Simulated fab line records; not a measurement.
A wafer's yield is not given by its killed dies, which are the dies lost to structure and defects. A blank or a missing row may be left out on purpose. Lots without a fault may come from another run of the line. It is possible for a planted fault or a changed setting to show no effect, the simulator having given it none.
Check of tool commonality || flow berkeley cmos170 || 42 wafers sampled across 14 lots

## WHAT PROMPTED THE OPENING
At UCB170_PSD_TW_MEAS_10 the reading PSD_TW is flagged on 2 of 14 lots. Fault-free wafers read 2346, with a standard deviation of 24.
Rule: a lot is flagged when every wafer of it that has a number lies more than 4 standard deviations from that mean, or none has a number. The rest of the lots are taken to be sound.

{"lot": "L800", "measured": "day 7 04:04", "on": "film metro-02", "PSD_TW, wafer by wafer": "2351 2345 2331", "flag": ""}
{"lot": "L799", "measured": "day 7 04:18", "on": "film metro-03", "PSD_TW, wafer by wafer": "2297 2307 2314", "flag": ""}
{"lot": "L802", "measured": "day 7 19:56", "on": "film metro-03", "PSD_TW, wafer by wafer": "2317 2313 2316", "flag": ""}
{"lot": "L807", "measured": "day 8 09:29", "on": "film metro-04", "PSD_TW, wafer by wafer": "2391 2386 2373", "flag": ""}
{"lot": "L808", "measured": "day 8 09:44", "on": "film metro-03", "PSD_TW, wafer by wafer": "2322 2328 2311", "flag": ""}
{"lot": "L805", "measured": "day 8 14:14", "on": "film metro-04", "PSD_TW, wafer by wafer": "2388 2371 2372", "flag": ""}
{"lot": "L806", "measured": "day 8 14:22", "on": "film metro-04", "PSD_TW, wafer by wafer": "2376 2384 2396", "flag": ""}
{"lot": "L809", "measured": "day 8 18:16", "on": "film metro-02", "PSD_TW, wafer by wafer": "2346 2344 2348", "flag": ""}
{"lot": "L816", "measured": "day 10 01:19", "on": "film metro-04", "PSD_TW, wafer by wafer": "1796 1776 1774", "flag": "FLAGGED"}
{"lot": "L817", "measured": "day 10 05:22", "on": "film metro-02", "PSD_TW, wafer by wafer": "1757 1751 1756", "flag": "FLAGGED"}
{"lot": "L815", "measured": "day 10 05:37", "on": "film metro-04", "PSD_TW, wafer by wafer": "2357 2354 2365", "flag": ""}
{"lot": "L818", "measured": "day 10 17:52", "on": "film metro-03", "PSD_TW, wafer by wafer": "2333 2330 2340", "flag": ""}
{"lot": "L820", "measured": "day 11 06:34", "on": "film metro-03", "PSD_TW, wafer by wafer": "2312 2315 2303", "flag": ""}
{"lot": "L821", "measured": "day 11 16:07", "on": "film metro-03", "PSD_TW, wafer by wafer": "2319 2318 2321", "flag": ""}
Average over the flagged lots: 1768; offset from the usual -578, equal to -24 standard deviations.

## TOOL THAT RAN EACH LOT
Before the reading, the record contains 2 process steps out of a 331-step route. Cell contents, in order: the tool; ch with the chambers the sampled wafers went through; the start.
{"lot": "L800", "flag": "", "UCB170_PSD_IMPLANT_08": "implanter-02 ch 0, day 7 03:51", "UCB170_PSD_STRIP_09": "plasma asher-03 ch 0,1, day 7 03:59"}
{"lot": "L799", "flag": "", "UCB170_PSD_IMPLANT_08": "implanter-01 ch 0, day 7 04:04", "UCB170_PSD_STRIP_09": "plasma asher-01 ch 0,1, day 7 04:11"}
{"lot": "L802", "flag": "", "UCB170_PSD_IMPLANT_08": "implanter-01 ch 0, day 7 19:41", "UCB170_PSD_STRIP_09": "plasma asher-03 ch 1, day 7 19:50"}
{"lot": "L807", "flag": "", "UCB170_PSD_IMPLANT_08": "implanter-01 ch 0, day 8 09:15", "UCB170_PSD_STRIP_09": "plasma asher-01 ch 1, day 8 09:22"}
{"lot": "L808", "flag": "", "UCB170_PSD_IMPLANT_08": "implanter-02 ch 0, day 8 09:29", "UCB170_PSD_STRIP_09": "plasma asher-01 ch 0,1, day 8 09:38"}
{"lot": "L805", "flag": "", "UCB170_PSD_IMPLANT_08": "implanter-02 ch 0, day 8 13:59", "UCB170_PSD_STRIP_09": "plasma asher-03 ch 0,1, day 8 14:07"}
{"lot": "L806", "flag": "", "UCB170_PSD_IMPLANT_08": "implanter-01 ch 0, day 8 14:08", "UCB170_PSD_STRIP_09": "plasma asher-01 ch 0,1, day 8 14:16"}
{"lot": "L809", "flag": "", "UCB170_PSD_IMPLANT_08": "implanter-04 ch 0, day 8 18:01", "UCB170_PSD_STRIP_09": "plasma asher-01 ch 0,1, day 8 18:10"}
{"lot": "L816", "flag": "FLAGGED", "UCB170_PSD_IMPLANT_08": "implanter-01 ch 0, day 10 01:04", "UCB170_PSD_STRIP_09": "plasma asher-04 ch 0,1, day 10 01:13"}
{"lot": "L817", "flag": "FLAGGED", "UCB170_PSD_IMPLANT_08": "implanter-01 ch 0, day 10 05:07", "UCB170_PSD_STRIP_09": "plasma asher-04 ch 0,1, day 10 05:16"}
{"lot": "L815", "flag": "", "UCB170_PSD_IMPLANT_08": "implanter-04 ch 0, day 10 05:22", "UCB170_PSD_STRIP_09": "plasma asher-03 ch 0,1, day 10 05:31"}
{"lot": "L818", "flag": "", "UCB170_PSD_IMPLANT_08": "implanter-02 ch 0, day 10 17:37", "UCB170_PSD_STRIP_09": "plasma asher-03 ch 0,1, day 10 17:46"}
{"lot": "L820", "flag": "", "UCB170_PSD_IMPLANT_08": "implanter-04 ch 0, day 11 06:19", "UCB170_PSD_STRIP_09": "plasma asher-04 ch 0,1, day 11 06:28"}
{"lot": "L821", "flag": "", "UCB170_PSD_IMPLANT_08": "implanter-02 ch 0, day 11 15:53", "UCB170_PSD_STRIP_09": "plasma asher-01 ch 0,1, day 11 16:01"}
What is done by these steps:
- UCB170_PSD_IMPLANT_08
- UCB170_PSD_STRIP_09: strips in O2.
- UCB170_PSD_TW_MEAS_10

## FLAGGED AGAINST TOTAL, ONE TOOL AT A TIME (gauges that did the reading follow at the end)
{"step": "UCB170_PSD_IMPLANT_08", "tool": "implanter-01", "lots run": 6, "flagged": 2, "share of the flagged lots": "all", "sound lots run after its first flagged lot": 0}
{"step": "UCB170_PSD_IMPLANT_08", "tool": "implanter-02", "lots run": 5, "flagged": 0, "share of the flagged lots": "none", "sound lots run after its first flagged lot": "-"}
{"step": "UCB170_PSD_IMPLANT_08", "tool": "implanter-04", "lots run": 3, "flagged": 0, "share of the flagged lots": "none", "sound lots run after its first flagged lot": "-"}
{"step": "UCB170_PSD_STRIP_09", "tool": "plasma asher-01", "lots run": 6, "flagged": 0, "share of the flagged lots": "none", "sound lots run after its first flagged lot": "-"}
{"step": "UCB170_PSD_STRIP_09", "tool": "plasma asher-03", "lots run": 5, "flagged": 0, "share of the flagged lots": "none", "sound lots run after its first flagged lot": "-"}
{"step": "UCB170_PSD_STRIP_09", "tool": "plasma asher-04", "lots run": 3, "flagged": 2, "share of the flagged lots": "all", "sound lots run after its first flagged lot": "1 (L820)"}
{"step": "UCB170_PSD_TW_MEAS_10", "tool": "film metro-02", "lots run": 3, "flagged": 1, "share of the flagged lots": "some", "sound lots run after its first flagged lot": 0}
{"step": "UCB170_PSD_TW_MEAS_10", "tool": "film metro-03", "lots run": 6, "flagged": 0, "share of the flagged lots": "none", "sound lots run after its first flagged lot": "-"}
{"step": "UCB170_PSD_TW_MEAS_10", "tool": "film metro-04", "lots run": 5, "flagged": 1, "share of the flagged lots": "some", "sound lots run after its first flagged lot": "1 (L815)"}

## WHAT IS ALLOWED BY THE TABLE
Table rows that saw every flagged lot: 2, namely implanter-01 at UCB170_PSD_IMPLANT_08 and plasma asher-04 at UCB170_PSD_STRIP_09.
- implanter-01 at UCB170_PSD_IMPLANT_08 ran 6 lots, 2 of them flagged. Its last sound lot is L806 (day 8 14:08), its first flagged lot L816 (day 10 01:04): a fault that began between those two fits. Its own readings lie more than 4 standard deviations out on every wafer of the flagged lots: dose ions cm2, end station pressure torr, faraday current uA.
- plasma asher-04 at UCB170_PSD_STRIP_09 ran 3 lots, 2 of them flagged. After the first flagged lot (L820), sound lots still ran on it; a lasting fault on the whole tool would not permit that. Its own readings lie more than 4 standard deviations out on every wafer of the flagged lots: oes product au, strip time to endpoint s.
What remains is a single tool, implanter-01 at UCB170_PSD_IMPLANT_08.

## WHAT THE SIMULATOR HAD INSERTED
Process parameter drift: implanter-01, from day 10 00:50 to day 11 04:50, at UCB170_PSD_IMPLANT_08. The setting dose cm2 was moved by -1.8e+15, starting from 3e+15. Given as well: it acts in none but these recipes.
Lots struck among those shown: L816, L817. The same result came from the rule above.
